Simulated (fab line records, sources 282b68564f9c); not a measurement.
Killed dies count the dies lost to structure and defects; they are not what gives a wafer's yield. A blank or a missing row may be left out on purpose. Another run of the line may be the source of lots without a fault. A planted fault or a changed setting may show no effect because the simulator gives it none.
Which tool is to blame? || flow rit-cmos || 14 lots, 42 wafers sampled, at 3 steps of a route of 202

## WHAT THE GAUGES SHOWED, per wafer
RIT_WELLDRIVE_RS_MEAS_01: a four-point-probe measurement.
{"lot": "L926", "measured": "day 2 05:40", "on": "film-metro-04", "NWELL_RS (ohm/sq)": "275.7 276.3 276.2"}
{"lot": "L928", "measured": "day 2 13:55", "on": "film-metro-02", "NWELL_RS (ohm/sq)": "274.3 275.8 275.2"}
{"lot": "L929", "measured": "day 2 18:58", "on": "film-metro-04", "NWELL_RS (ohm/sq)": "275.0 275.7 275.4"}
{"lot": "L930", "measured": "day 3 01:01", "on": "film-metro-02", "NWELL_RS (ohm/sq)": "274.6 274.6 275.1"}
{"lot": "L931", "measured": "day 3 06:06", "on": "film-metro-02", "NWELL_RS (ohm/sq)": "275.3 275.8 275.9"}
{"lot": "L932", "measured": "day 3 12:30", "on": "film-metro-02", "NWELL_RS (ohm/sq)": "275.4 275.6 275.9"}
{"lot": "L933", "measured": "day 3 16:44", "on": "film-metro-01", "NWELL_RS (ohm/sq)": "275.9 275.3 276.3"}
{"lot": "L934", "measured": "day 3 20:16", "on": "film-metro-01", "NWELL_RS (ohm/sq)": "274.3 274.1 274.5"}
{"lot": "L935", "measured": "day 4 01:21", "on": "film-metro-04", "NWELL_RS (ohm/sq)": "275.8 274.3 275.6"}
{"lot": "L936", "measured": "day 4 06:04", "on": "film-metro-01", "NWELL_RS (ohm/sq)": "275.0 274.6 274.9"}
{"lot": "L937", "measured": "day 4 12:11", "on": "film-metro-01", "NWELL_RS (ohm/sq)": "262.0 261.5 262.4"}
{"lot": "L939", "measured": "day 4 22:08", "on": "film-metro-02", "NWELL_RS (ohm/sq)": "275.2 275.1 275.5"}
{"lot": "L940", "measured": "day 5 01:47", "on": "film-metro-02", "NWELL_RS (ohm/sq)": "260.3 259.8 259.9"}
{"lot": "L949", "measured": "day 7 01:33", "on": "film-metro-02", "NWELL_RS (ohm/sq)": "276.1 276.3 276.4"}

RIT_WELLDRIVE_RS_MEAS_02: a four-point-probe measurement.
{"lot": "L926", "measured": "day 2 05:47", "on": "film-metro-04", "PWELL_RS (ohm/sq)": "432.4 431.0 431.7"}
{"lot": "L928", "measured": "day 2 14:02", "on": "film-metro-02", "PWELL_RS (ohm/sq)": "430.5 429.9 430.6"}
{"lot": "L929", "measured": "day 2 19:05", "on": "film-metro-04", "PWELL_RS (ohm/sq)": "430.0 430.2 429.3"}
{"lot": "L930", "measured": "day 3 01:08", "on": "film-metro-02", "PWELL_RS (ohm/sq)": "428.3 428.4 430.2"}
{"lot": "L931", "measured": "day 3 06:13", "on": "film-metro-02", "PWELL_RS (ohm/sq)": "429.7 430.1 431.7"}
{"lot": "L932", "measured": "day 3 12:37", "on": "film-metro-02", "PWELL_RS (ohm/sq)": "429.0 428.5 429.3"}
{"lot": "L933", "measured": "day 3 16:51", "on": "film-metro-01", "PWELL_RS (ohm/sq)": "430.8 429.7 429.7"}
{"lot": "L934", "measured": "day 3 20:23", "on": "film-metro-01", "PWELL_RS (ohm/sq)": "431.1 430.5 431.0"}
{"lot": "L935", "measured": "day 4 01:28", "on": "film-metro-04", "PWELL_RS (ohm/sq)": "429.2 430.4 429.5"}
{"lot": "L936", "measured": "day 4 06:11", "on": "film-metro-01", "PWELL_RS (ohm/sq)": "428.2 429.6 429.9"}
{"lot": "L937", "measured": "day 4 12:18", "on": "film-metro-01", "PWELL_RS (ohm/sq)": "411.8 411.0 414.0"}
{"lot": "L939", "measured": "day 4 22:15", "on": "film-metro-02", "PWELL_RS (ohm/sq)": "430.8 430.1 429.8"}
{"lot": "L940", "measured": "day 5 01:55", "on": "film-metro-02", "PWELL_RS (ohm/sq)": "413.2 412.6 413.8"}
{"lot": "L949", "measured": "day 7 01:40", "on": "film-metro-02", "PWELL_RS (ohm/sq)": "428.6 428.6 428.6"}

## WHICH TOOL RAN EACH LOT (tool, then ch and the chambers of the sampled wafers, then the start)
{"lot": "L926", "RIT_WELLDRIVE_ANNEAL_00": "furnace-02 ch 0, day 2 00:34"}
{"lot": "L928", "RIT_WELLDRIVE_ANNEAL_00": "furnace-03 ch 0, day 2 08:48"}
{"lot": "L929", "RIT_WELLDRIVE_ANNEAL_00": "furnace-03 ch 0, day 2 13:53"}
{"lot": "L930", "RIT_WELLDRIVE_ANNEAL_00": "furnace-04 ch 0, day 2 19:56"}
{"lot": "L931", "RIT_WELLDRIVE_ANNEAL_00": "furnace-04 ch 0, day 3 01:01"}
{"lot": "L932", "RIT_WELLDRIVE_ANNEAL_00": "furnace-04 ch 0, day 3 07:25"}
{"lot": "L933", "RIT_WELLDRIVE_ANNEAL_00": "furnace-02 ch 0, day 3 11:39"}
{"lot": "L934", "RIT_WELLDRIVE_ANNEAL_00": "furnace-04 ch 0, day 3 15:11"}
{"lot": "L935", "RIT_WELLDRIVE_ANNEAL_00": "furnace-04 ch 0, day 3 20:16"}
{"lot": "L936", "RIT_WELLDRIVE_ANNEAL_00": "furnace-03 ch 0, day 4 00:59"}
{"lot": "L937", "RIT_WELLDRIVE_ANNEAL_00": "furnace-04 ch 0, day 4 07:02"}
{"lot": "L939", "RIT_WELLDRIVE_ANNEAL_00": "furnace-02 ch 0, day 4 17:01"}
{"lot": "L940", "RIT_WELLDRIVE_ANNEAL_00": "furnace-04 ch 0, day 4 20:40"}
{"lot": "L949", "RIT_WELLDRIVE_ANNEAL_00": "furnace-02 ch 0, day 6 20:28"}
- RIT_WELLDRIVE_ANNEAL_00: time 14700 s.

## WHAT THE TOOLS THEMSELVES READ (means of the sampled wafers that have a number; where no wafer has one, the mark that the record gives instead)
RIT_WELLDRIVE_ANNEAL_00.
{"lot": "L926", "tool": "furnace-02", "run-length-s (s)": 18255, "spike-tc-load-C (C)": 1135}
{"lot": "L928", "tool": "furnace-03", "run-length-s (s)": 18276, "spike-tc-load-C (C)": 1122}
{"lot": "L929", "tool": "furnace-03", "run-length-s (s)": 18287, "spike-tc-load-C (C)": 1122}
{"lot": "L930", "tool": "furnace-04", "run-length-s (s)": 18254, "spike-tc-load-C (C)": 1128}
{"lot": "L931", "tool": "furnace-04", "run-length-s (s)": 18251, "spike-tc-load-C (C)": 1128}
{"lot": "L932", "tool": "furnace-04", "run-length-s (s)": 18250, "spike-tc-load-C (C)": 1127}
{"lot": "L933", "tool": "furnace-02", "run-length-s (s)": 18252, "spike-tc-load-C (C)": 1136}
{"lot": "L934", "tool": "furnace-04", "run-length-s (s)": 18254, "spike-tc-load-C (C)": 1127}
{"lot": "L935", "tool": "furnace-04", "run-length-s (s)": 18262, "spike-tc-load-C (C)": 1126}
{"lot": "L936", "tool": "furnace-03", "run-length-s (s)": 18281, "spike-tc-load-C (C)": 1122}
{"lot": "L937", "tool": "furnace-04", "run-length-s (s)": 23403, "spike-tc-load-C (C)": 1127}
{"lot": "L939", "tool": "furnace-02", "run-length-s (s)": 18257, "spike-tc-load-C (C)": 1134}
{"lot": "L940", "tool": "furnace-04", "run-length-s (s)": 23403, "spike-tc-load-C (C)": 1126}
{"lot": "L949", "tool": "furnace-02", "run-length-s (s)": 18258, "spike-tc-load-C (C)": 1134}

## THE ANSWER, worked out from the rows above alone
Rule: the lots themselves supply what counts as usual. The widest of any qualifying gaps counts: lots, ordered by their means at a reading, are off when they make up no more than a third of the lots, leave a main group of 4 or more, and stand apart from it by 3 or more times the standard deviation of that group's means. Not used: any main group whose means are identical at the precision the tables above print for the reading. Also off: a lot with no number at a reading for which 4 or more lots have one. Where the step has rows for the other lots, those lots are counted as sound. First the gauges in route order, then the tools' own readings, where a lot's mean is used as printed above. At the first step where some lot is off, the reading lying furthest off is the one used; lots without a number count as furthest.
Off: L937, L940, seen at RIT_WELLDRIVE_RS_MEAS_01 (NWELL_RS). For the main group the mean is 275.4 ohm/sq and the standard deviation 0.54.
If a tool, at a process step before that reading, ran all the lots that are off and no sound lot after the first of them, it fits. Not tried: the gauges at RIT_WELLDRIVE_RS_MEAS_01; whatever is off there is also off at RIT_WELLDRIVE_ANNEAL_00, on other tools, and gauge error can't account for it. One fits: furnace-04 at RIT_WELLDRIVE_ANNEAL_00. Its last sound lot is L935 (day 3 20:16), its first lot that is off L937 (day 4 07:02): a fault that began between those two fits.
On the lots that are off, the tool's own readings at RIT_WELLDRIVE_ANNEAL_00 differ by more than 5 times the standard deviation of the sound lots' means, which bears it out; run-length-s reads 23403 s there versus 18261 s on the sound lots.

## WHAT HAD BEEN PUT IN BY THE SIMULATOR
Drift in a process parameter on furnace-04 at RIT_WELLDRIVE_ANNEAL_00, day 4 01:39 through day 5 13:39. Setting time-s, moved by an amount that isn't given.
Lots struck among those shown: L937, L940. The same result came from the rule above.
